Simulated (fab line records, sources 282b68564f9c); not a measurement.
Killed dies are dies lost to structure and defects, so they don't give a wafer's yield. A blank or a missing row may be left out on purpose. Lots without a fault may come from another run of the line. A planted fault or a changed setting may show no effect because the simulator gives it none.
fab line records | flow rit_cmos | part 1 of 2: steps 1 to 28 of 40
record lots=5 wafers=15 last_day=7
route steps=202 shown ACTIVE@11 FOX1@20 FOX2@23 NWELL@28 PWELL@39 WELLDRIVE@50
lots that met no fault: from a run of the same line without faults
start_h: hours from the record's first day to the start of the lot's first wafer shown | wait_h: hours since the lot's step before | " the same as in the row above | L1.1+2: a row that stands for several wafers | - no value, or no start given | * or withheld: withheld | < > ~ a bound
route shown NAME@n: a module of which the file shows steps, and the number in the route of the first | usual: mean/standard deviation of fault-free wafers | same: alike in all rows | chamber/n: place in a boat | sites: the reading at each site | _std_site: their standard deviation | _edge_site: outer sites' mean less inner sites' | radius_mm: how far each site lies from the wafer's centre | mask NAME#n: copy n | behind: the tool/chamber that last shaped the wafer | hold: why the lot was held/for how many hours/how that ended | device: the transistor (n, p or np) that didn't switch | end of line: the same wafers' tests at the end of the route | a step without rows: its recipe alone | killed: dies lost to structure and defects at the first sort, not the wafer's yield | map: a wafer's dies, x killed, . not, _ none there
set.NAME: the setting as run; set.NAME@STEP: as run at that earlier step | model.NAME: the simulator's own value behind a step, which no gauge read
lots at some steps of the route; a table a step, a row a wafer
services: from which hour (start_h, from the record's first day; less than 0 if before it) a tool's chamber was out of use, for how many hours, and why
## steps
# step RIT_ACTIVE_DEVELOP_10
# recipe resist=NOVOLAK develop_time_s=50 dev_temp_c=23
# usual exhaust_pa=44.8/0.94
# columns lot.wafer tool chamber start_h wait_h exhaust_pa
L077.1 litho_track-01 0 - - 44.1
L077.2 " 0 " " 43.3
L077.3 " 0 " " 43.9
L078.3 litho_track-03 0 - - 44.2
L078.4 " 0 " " 44.7
L078.5 " 0 " " 43.6
L092.1 litho_track-01 0 - - 44.7
L092.3 " 0 " " 45.7
L092.4 " 0 " " 45.9
L094.2 litho_track-04 0 - - 45.7
L094.4 " 0 " " 45.7
L094.6 " 0 " " 45.6
L095.4 litho_track-03 0 - - 44.3
L095.5 " 0 " " 45.2
L095.6 " 0 " " 45.0
# step RIT_ACTIVE_CD_MEAS_11
# recipe target_cd_nm=1400
# usual cd_nm=1399.7/2.2
# columns lot.wafer tool chamber start_h wait_h cd_nm
L077.1 cd_sem-02 - 30.19 - 1398.8
L077.2 " - " " 1399.2
L077.3 " - " " 1400.5
L078.3 cd_sem-01 - 35.18 - 1393.8
L078.4 " - " " 1395.4
L078.5 " - " " 1394.2
L092.1 cd_sem-01 - 105.30 - 1398.9
L092.3 " - " " 1401.3
L092.4 " - " " 1400.3
L094.2 cd_sem-01 - 115.68 - 1401.5
L094.4 " - " " 1401.2
L094.6 " - " " 1401.6
L095.4 cd_sem-01 - 120.76 - 1401.2
L095.5 " - " " 1400.8
L095.6 " - " " 1400.0
# step RIT_ACTIVE_HARDBAKE_12
# recipe resist=NOVOLAK temp_c=141.3 time_s=60
# usual exhaust_pa=45.0/0.96
# columns lot.wafer tool chamber start_h wait_h exhaust_pa
L077.1 litho_track-01 0 30.31 0.1 44.5
L077.2 " 0 " " 45.2
L077.3 " 0 " " 45.5
L078.3 litho_track-01 0 35.43 0.2 47.2
L078.4 " 0 " " 45.7
L078.5 " 0 " " 45.9
L092.1 litho_track-01 0 105.42 0.1 45.1
L092.3 " 0 " " 45.6
L092.4 " 0 " " 46.0
L094.2 litho_track-03 0 115.80 0.1 43.2
L094.4 " 0 " " 43.8
L094.6 " 0 " " 45.1
L095.4 litho_track-03 0 120.89 0.1 47.6
L095.5 " 0 " " 45.6
L095.6 " 0 " " 44.9
# step RIT_ACTIVE_ETCH_13
# recipe stop_on=SiO2 chemistry=SF6 target=Si3N4 time_s=210 over_etch_frac=0.4 SF6_flow_sccm=200 pressure_mtorr=260 rf_w=125 target_depth_a=2100
# usual drypump_motor_current_A=5.5/0.54 oes_product_au=0.823/0.016 throttle_valve_pct=7.50/0.11
# columns lot.wafer tool chamber start_h wait_h drypump_motor_current_A oes_product_au rf_hours_counter_h throttle_valve_pct
L077.1 rie_diel-04 2 30.46 0.1 5.1 0.789 159 7.58
L077.2 " 3 " " 4.7 0.835 104 7.32
L077.3 " 0 " " 5.7 0.813 74 7.51
L078.3 rie_diel-04 3 35.53 0.1 4.8 0.830 104 7.35
L078.4 " 2 " " 5.1 0.789 159 7.60
L078.5 " 2 " " 5.1 0.787 - 7.57
L092.1 rie_diel-04 3 105.57 0.1 4.7 0.830 105 7.33
L092.3 " 1 " " 5.7 0.816 158 7.53
L092.4 " 1 " " 5.7 0.820 - 7.50
L094.2 rie_diel-02 0 115.93 0.1 6.2 0.835 142 7.64
L094.4 " 3 " " 6.1 0.813 15 7.29
L094.6 " 1 " " 5.9 0.802 - 7.55
L095.4 rie_diel-02 3 120.97 0.1 6.2 0.824 15 7.29
L095.5 " 0 " " 6.2 0.839 - 7.63
L095.6 " 3 " " 6.3 0.814 - 7.31
# step RIT_ACTIVE_STRIP_14
# recipe chemistry=O2 time_s=180 resist=NOVOLAK platen_temp_c=withheld power_w=500 pressure_mtorr=4000 o2_flow_sccm=4000
# usual drypump_motor_current_A=5.80/0.27 rf_refl_power_W=6.5/1.5
# columns lot.wafer tool chamber start_h wait_h drypump_motor_current_A rf_hours_counter_h rf_refl_power_W
L077.1 plasma_asher-02 0 30.59 0.1 5.81 25 7.3
L077.2 " 1 " " 5.38 25 4.7
L077.3 " 1 " " 5.39 - 4.5
L078.3 plasma_asher-02 1 35.72 0.1 5.38 - 4.7
L078.4 " 0 " " 5.77 - 7.3
L078.5 " 0 " " 5.79 - 7.3
L092.1 plasma_asher-03 1 105.70 0.1 6.15 46 8.9
L092.3 " 0 " " 5.83 - 5.0
L092.4 " 1 " " 6.17 - 9.2
L094.2 plasma_asher-04 1 116.06 0.1 5.56 44 6.4
L094.4 " 0 " " 5.97 - 6.6
L094.6 " 0 " " 5.97 - 6.7
L095.4 plasma_asher-03 1 121.16 0.1 6.16 - 9.0
L095.5 " 1 " " 6.16 - 8.8
L095.6 " 0 " " 5.88 - 5.3
# step RIT_ACTIVE_CD_MEAS_90
# recipe target_cd_nm=1400
# usual cd_nm=1399.7/2.2
# columns lot.wafer tool chamber start_h wait_h cd_nm
L077.1 cd_sem-01 - 30.76 0.1 1398.5
L077.2 " - " " 1399.4
L077.3 " - " " 1400.7
L078.3 cd_sem-02 - 35.88 0.1 1393.7
L078.4 " - " " 1395.3
L078.5 " - " " 1393.8
L092.1 cd_sem-02 - 105.88 0.1 1399.0
L092.3 " - " " 1401.1
L092.4 " - " " 1399.9
L094.2 cd_sem-01 - 116.26 0.1 1401.4
L094.4 " - " " 1400.9
L094.6 " - " " 1401.2
L095.4 cd_sem-02 - 121.34 0.1 1400.8
L095.5 " - " " 1400.9
L095.6 " - " " 1400.0
# step RIT_ACTIVE_CLEAN_15
# recipe chemistry=SC1 mix=3:3:50 time_s=600 temp_c=75
# columns lot.wafer tool chamber start_h wait_h
L077.1+2+3 wet_bench-04 2 30.88 0.1
L078.3+4+5 wet_bench-04 1 35.96 0.1
L092.1+3+4 wet_bench-01 3 106.00 0.1
L094.2+4+6 wet_bench-01 3 116.36 0.1
L095.4+5+6 wet_bench-04 2 121.40 0.0
# step RIT_ACTIVE_CLEAN_16
# recipe chemistry=dHF dilution=50:1 time_s=30
# columns lot.wafer tool chamber start_h wait_h
L077.1+2+3 wet_bench-04 0 31.06 0.0
L078.3+4+5 wet_bench-04 3 36.14 0.0
L092.1+3+4 wet_bench-04 2 106.19 0.0
L094.2+4+6 wet_bench-04 0 116.53 0.0
L095.4+5+6 wet_bench-01 3 121.59 0.0
# step RIT_ACTIVE_CLEAN_17
# recipe chemistry=SC2 mix=3:3:50 time_s=600 temp_c=75 dry=n2_spin
# columns lot.wafer tool chamber start_h wait_h
L077.1+2+3 wet_bench-04 0 31.08 0.0
L078.3+4+5 wet_bench-04 3 36.15 0.0
L092.1+3+4 wet_bench-02 1 106.21 0.0
L094.2+4+6 wet_bench-01 1 116.55 0.0
L095.4+5+6 wet_bench-02 0 121.60 0.0
# step RIT_FOX1_OXIDATION_00
# recipe temp_c=1100 ambient=H2O target_thk_a=3507 p_h2o_torr=720 ox_time_s=1130
# usual tube_center_temp_C_max=1102.8/0.46
# same ox_time_s=1130
# columns lot.wafer tool chamber start_h wait_h tube_center_temp_C_max
L077.1 furnace-01 0 32.53 1.3 1102.7
L077.2 " 0 " " 1104.1
L077.3 " 0 " " 1103.4
L078.3 furnace-03 0 36.33 0.0 1102.1
L078.4 " 0 " " 1102.9
L078.5 " 0 " " 1102.3
L092.1 furnace-01 0 107.05 0.7 1102.6
L092.3 " 0 " " 1102.4
L092.4 " 0 " " 1103.0
L094.2 furnace-03 0 117.11 0.4 1103.6
L094.4 " 0 " " 1102.5
L094.6 " 0 " " 1102.8
L095.4 furnace-04 0 121.79 0.0 1103.7
L095.5 " 0 " " 1103.1
L095.6 " 0 " " 1102.6
# step RIT_FOX1_THK_MEAS_01
# recipe reads=SiO2_of_FOX1_OXIDATION_00
# usual FOX1_OXIDE_THK=351/6.3
# columns lot.wafer tool chamber start_h wait_h FOX1_OXIDE_THK[nm]
L077.1 film_metro-03 - 33.84 0.0 347
L077.2 " - " " 354
L077.3 " - " " 355
L078.3 film_metro-02 - 37.66 0.0 351
L078.4 " - " " 346
L078.5 " - " " 355
L092.1 film_metro-03 - 108.37 0.0 352
L092.3 " - " " 362
L092.4 " - " " 363
L094.2 film_metro-01 - 118.43 0.0 351
L094.4 " - " " 352
L094.6 " - " " 360
L095.4 film_metro-03 - 123.14 0.0 341
L095.5 " - " " 350
L095.6 " - " " 341
# step RIT_FOX1_WET_ETCH_02
# recipe chemistry=BOE target_depth_nm=350 time_s=390 temp_c=21.5 dry=n2_spin dilution=10:1 target=SiO2
# columns lot.wafer tool chamber start_h wait_h
L077.1+2+3 wet_bench-03 0 33.90 0.1
L078.3+4+5 wet_bench-02 3 37.70 0.0
L092.1+3+4 wet_bench-03 2 108.43 0.1
L094.2+4+6 wet_bench-02 1 118.48 0.0
L095.4+5+6 wet_bench-02 1 123.17 0.0
# step RIT_FOX2_OXIDATION_00
# recipe temp_c=1100 ambient=H2O target_thk_a=3507 p_h2o_torr=720 ox_time_s=1082
# usual tube_center_temp_C_max=1102.8/0.46
# same ox_time_s=1082
# columns lot.wafer tool chamber start_h wait_h tube_center_temp_C_max
L077.1 furnace-01 0 34.02 0.0 1103.1
L077.2 " 0 " " 1102.6
L077.3 " 0 " " 1102.1
L078.3 furnace-03 0 39.20 1.0 1102.6
L078.4 " 0 " " 1103.1
L078.5 " 0 " " 1102.7
L092.1 furnace-03 0 108.54 0.0 1102.3
L092.3 " 0 " " 1102.3
L092.4 " 0 " " 1102.8
L094.2 furnace-01 0 119.12 0.5 1102.2
L094.4 " 0 " " 1103.1
L094.6 " 0 " " 1103.0
L095.4 furnace-04 0 123.30 0.0 1103.2
L095.5 " 0 " " 1102.5
L095.6 " 0 " " 1102.4
# step RIT_FOX2_THK_MEAS_01
# recipe reads=SiO2_of_FOX2_OXIDATION_00
# usual FOX2_OXIDE_THK=341/6.8
# columns lot.wafer tool chamber start_h wait_h FOX2_OXIDE_THK[nm]
L077.1 film_metro-03 - 35.33 0.0 340
L077.2 " - " " 334
L077.3 " - " " 340
L078.3 film_metro-02 - 40.54 0.0 338
L078.4 " - " " 338
L078.5 " - " " 335
L092.1 film_metro-02 - 109.86 0.0 359
L092.3 " - " " 359
L092.4 " - " " 349
L094.2 film_metro-02 - 120.45 0.0 346
L094.4 " - " " 334
L094.6 " - " " 345
L095.4 film_metro-04 - 124.64 0.0 358
L095.5 " - " " 360
L095.6 " - " " 356
# step RIT_FOX2_CLEAN_02
# recipe chemistry=dHF dilution=50:1 time_s=180
# columns lot.wafer tool chamber start_h wait_h
L077.1+2+3 wet_bench-04 1 35.39 0.1
L078.3+4+5 wet_bench-03 3 40.58 0.0
L092.1+3+4 wet_bench-02 0 109.92 0.1
L094.2+4+6 wet_bench-04 2 120.50 0.0
L095.4+5+6 wet_bench-02 1 124.67 0.0
# step RIT_FOX2_WET_ETCH_03
# recipe chemistry=H3PO4 target=Si3N4 target_depth_nm=195 temp_c=165 time_s=2700
# columns lot.wafer tool chamber start_h wait_h
L077.1+2+3 wet_bench-03 0 35.45 0.0
L078.3+4+5 wet_bench-04 3 40.64 0.0
L092.1+3+4 wet_bench-04 3 109.98 0.0
L094.2+4+6 wet_bench-03 3 120.56 0.0
L095.4+5+6 wet_bench-04 1 124.73 0.0
# step RIT_FOX2_THK_MEAS_90
# recipe reads=SiO2_of_FOX2_OXIDATION_00
# usual FIELD_OXIDE_LEFT_1_THK=314/6.7
# columns lot.wafer tool chamber start_h wait_h FIELD_OXIDE_LEFT_1_THK[nm]
L077.1 film_metro-03 - 36.21 0.0 313
L077.2 " - " " 307
L077.3 " - " " 313
L078.3 film_metro-02 - 41.41 0.0 310
L078.4 " - " " 310
L078.5 " - " " 308
L092.1 film_metro-02 - 110.88 0.0 331
L092.3 " - " " 332
L092.4 " - " " 321
L094.2 film_metro-03 - 121.33 0.0 319
L094.4 " - " " 307
L094.6 " - " " 317
L095.4 film_metro-02 - 125.59 0.0 331
L095.5 " - " " 332
L095.6 " - " " 328
# step RIT_NWELL_HMDS_00
# recipe prime_time_s=60 prime_temp_c=140
# usual exhaust_pa=45.0/1 prime_temp_c=140.02/0.14
# same prime_time_s=60
# columns lot.wafer tool chamber start_h wait_h exhaust_pa prime_temp_c
L077.1 litho_track-02 0 36.27 0.1 45.3 139.96
L077.2 " 0 " " 43.9 140.04
L077.3 " 0 " " 44.7 140.10
L078.3 litho_track-04 0 41.50 0.1 44.6 140.27
L078.4 " 0 " " 45.7 140.01
L078.5 " 0 " " 44.6 140.24
L092.1 litho_track-01 0 110.94 0.1 44.7 139.95
L092.3 " 0 " " 44.4 140.11
L092.4 " 0 " " 44.7 139.98
L094.2 litho_track-04 0 121.40 0.1 45.7 139.98
L094.4 " 0 " " 45.3 140.26
L094.6 " 0 " " 45.6 140.17
L095.4 litho_track-04 0 125.70 0.1 46.3 139.81
L095.5 " 0 " " 46.6 139.90
L095.6 " 0 " " 46.0 139.99
# step RIT_NWELL_COAT_01
# recipe resist=NOVOLAK spin_rpm=2000 resist_thk_nm=1300
# usual exhaust_pa=45.1/0.91
# columns lot.wafer tool chamber start_h wait_h exhaust_pa
L077.1 litho_track-02 0 36.42 0.1 45.1
L077.2 " 0 " " 45.0
L077.3 " 0 " " 45.2
L078.3 litho_track-04 0 41.65 0.1 45.7
L078.4 " 0 " " 44.7
L078.5 " 0 " " 45.3
L092.1 litho_track-01 0 111.09 0.1 44.8
L092.3 " 0 " " 44.7
L092.4 " 0 " " 44.5
L094.2 litho_track-04 0 121.55 0.1 47.8
L094.4 " 0 " " 46.6
L094.6 " 0 " " 47.5
L095.4 litho_track-04 0 125.85 0.1 47.1
L095.5 " 0 " " 45.3
L095.6 " 0 " " 46.2
# step RIT_NWELL_SOFTBAKE_02
# recipe resist=NOVOLAK temp_c=90 time_s=60
# usual exhaust_pa=45.2/0.91
# columns lot.wafer tool chamber start_h wait_h exhaust_pa
L077.1 litho_track-02 0 36.57 0.1 45.3
L077.2 " 0 " " 45.5
L077.3 " 0 " " 46.1
L078.3 litho_track-04 0 41.80 0.1 44.6
L078.4 " 0 " " 45.6
L078.5 " 0 " " 43.8
L092.1 litho_track-01 0 111.24 0.1 45.9
L092.3 " 0 " " 45.3
L092.4 " 0 " " 46.7
L094.2 litho_track-04 0 121.70 0.1 44.8
L094.4 " 0 " " 44.8
L094.6 " 0 " " 45.0
L095.4 litho_track-04 0 126.00 0.1 44.8
L095.5 " 0 " " 44.7
L095.6 " 0 " " 44.3
# step RIT_NWELL_EXPOSE_03
# recipe mask_id=M2 na=0.57 target_cd_nm=43900 dose_mj=250
# columns lot.wafer tool chamber start_h wait_h mask
L077.1+2+3 iline_stepper-02 0 36.84 0.2 M2#0
L078.3+4+5 iline_stepper-02 0 41.94 0.1 M2#0
L092.1+3+4 iline_stepper-01 0 111.39 0.1 M2#0
L094.2+4+6 iline_stepper-02 0 121.85 0.1 M2#0
L095.4+5+6 iline_stepper-02 0 126.13 0.1 M2#0
# step RIT_NWELL_PEB_04
# recipe resist=NOVOLAK temp_c=withheld time_s=withheld
# usual exhaust_pa=45.0/0.87
# columns lot.wafer tool chamber start_h wait_h exhaust_pa
L077.1 litho_track-04 0 36.98 0.1 46.4
L077.2 " 0 " " 44.5
L077.3 " 0 " " 45.8
L078.3 litho_track-01 0 42.07 0.1 44.4
L078.4 " 0 " " 45.8
L078.5 " 0 " " 43.4
L092.1 litho_track-02 0 111.51 0.1 44.4
L092.3 " 0 " " 44.8
L092.4 " 0 " " 45.3
L094.2 litho_track-02 0 122.04 0.2 46.3
L094.4 " 0 " " 44.8
L094.6 " 0 " " 45.7
L095.4 litho_track-02 0 126.29 0.1 45.2
L095.5 " 0 " " 46.1
L095.6 " 0 " " 45.3
# step RIT_NWELL_DEVELOP_05
# recipe resist=NOVOLAK develop_time_s=68 dev_temp_c=23
# usual exhaust_pa=45.0/0.84
# columns lot.wafer tool chamber start_h wait_h exhaust_pa
L077.1 litho_track-04 0 - - 44.6
L077.2 " 0 " " 45.2
L077.3 " 0 " " 45.5
L078.3 litho_track-01 0 - - 45.5
L078.4 " 0 " " 44.6
L078.5 " 0 " " 45.8
L092.1 litho_track-02 0 - - 43.8
L092.3 " 0 " " 45.4
L092.4 " 0 " " 45.2
L094.2 litho_track-02 0 - - 44.0
L094.4 " 0 " " 44.2
L094.6 " 0 " " 43.0
L095.4 litho_track-02 0 - - 45.8
L095.5 " 0 " " 46.4
L095.6 " 0 " " 45.4
# step RIT_NWELL_OVL_MEAS_06
# usual NWELL_OVL=0.7/1.3
# columns lot.wafer tool chamber start_h wait_h NWELL_OVL[nm]
L077.1 overlay-02 - 37.29 - -1.0
L077.2 " - " " -0.3
L077.3 " - " " 0.2
L078.3 overlay-02 - 42.35 - -0.2
L078.4 " - " " -2.0
L078.5 " - " " -1.6
L092.1 overlay-01 - 111.82 - 1.3
L092.3 " - " " 0.2
L092.4 " - " " 2.1
L094.2 overlay-02 - 122.34 - -0.5
L094.4 " - " " 0.0
L094.6 " - " " -0.3
L095.4 overlay-01 - 126.54 - -1.4
L095.5 " - " " 1.4
L095.6 " - " " -1.7
# step RIT_NWELL_HARDBAKE_07
# recipe resist=NOVOLAK temp_c=140 time_s=120
# usual exhaust_pa=45.0/0.98
# columns lot.wafer tool chamber start_h wait_h exhaust_pa
L077.1 litho_track-01 0 37.33 0.0 46.2
L077.2 " 0 " " 45.7
L077.3 " 0 " " 45.4
L078.3 litho_track-01 0 42.45 0.1 43.1
L078.4 " 0 " " 42.8
L078.5 " 0 " " 44.5
L092.1 litho_track-01 0 111.85 0.0 45.9
L092.3 " 0 " " 44.5
L092.4 " 0 " " 45.4
L094.2 litho_track-04 0 122.52 0.2 46.1
L094.4 " 0 " " 45.1
L094.6 " 0 " " 45.0
L095.4 litho_track-01 0 126.71 0.2 44.7
L095.5 " 0 " " 45.2
L095.6 " 0 " " 45.1
# step RIT_NWELL_IMPLANT_08
# recipe species=P energy_kev=170 dose_cm2=5e+13 tilt_deg=7
# columns lot.wafer tool chamber start_h wait_h
L077.1+2+3 implanter-02 0 37.58 0.2
L078.3+4+5 implanter-03 0 42.67 0.2
L092.1+3+4 implanter-01 0 112.10 0.2
L094.2+4+6 implanter-01 0 122.75 0.2
L095.4+5+6 implanter-02 0 126.91 0.2
# step RIT_NWELL_STRIP_09
# recipe chemistry=O2 time_s=180 resist=NOVOLAK platen_temp_c=withheld power_w=500 pressure_mtorr=4000 o2_flow_sccm=4000
# usual drypump_motor_current_A=5.8/0.31 rf_refl_power_W=6.3/1.6
# columns lot.wafer tool chamber start_h wait_h drypump_motor_current_A rf_hours_counter_h rf_refl_power_W
L077.1 plasma_asher-02 0 37.73 0.1 5.8 26 7.3
L077.2 " 1 " " 5.4 26 4.7
L077.3 " 1 " " 5.4 - 4.5
L078.3 plasma_asher-01 0 42.83 0.1 5.2 - 4.9
L078.4 " 1 " " 6.0 - 5.5
L078.5 " 0 " " 5.2 - 4.8
L092.1 plasma_asher-02 1 112.25 0.1 5.4 34 4.6
L092.3 " 0 " " 5.8 - 7.2
L092.4 " 1 " " 5.4 - 4.9
L094.2 plasma_asher-02 0 122.87 0.1 5.8 35 7.4
L094.4 " 1 " " 5.4 - 4.8
L094.6 " 0 " " 5.8 - 7.2
L095.4 plasma_asher-02 0 127.04 0.1 5.8 - 7.3
L095.5 " 0 " " 5.8 - 7.2
L095.6 " 1 " " 5.4 - 4.8
# step RIT_NWELL_TW_MEAS_10
# usual NWELL_TW=2159/12
# columns lot.wafer tool chamber start_h wait_h NWELL_TW
L077.1 film_metro-01 - 37.91 0.1 2145
L077.2 " - " " 2153
L077.3 " - " " 2144
L078.3 film_metro-01 - 42.97 0.1 2160
L078.4 " - " " 2151
L078.5 " - " " 2158
L092.1 film_metro-04 - 112.43 0.1 2159
L092.3 " - " " 2144
L092.4 " - " " 2151
L094.2 film_metro-04 - 123.06 0.1 2171
L094.4 " - " " 2157
L094.6 " - " " 2174
L095.4 film_metro-04 - 127.19 0.1 2159
L095.5 " - " " 2162
L095.6 " - " " 2170
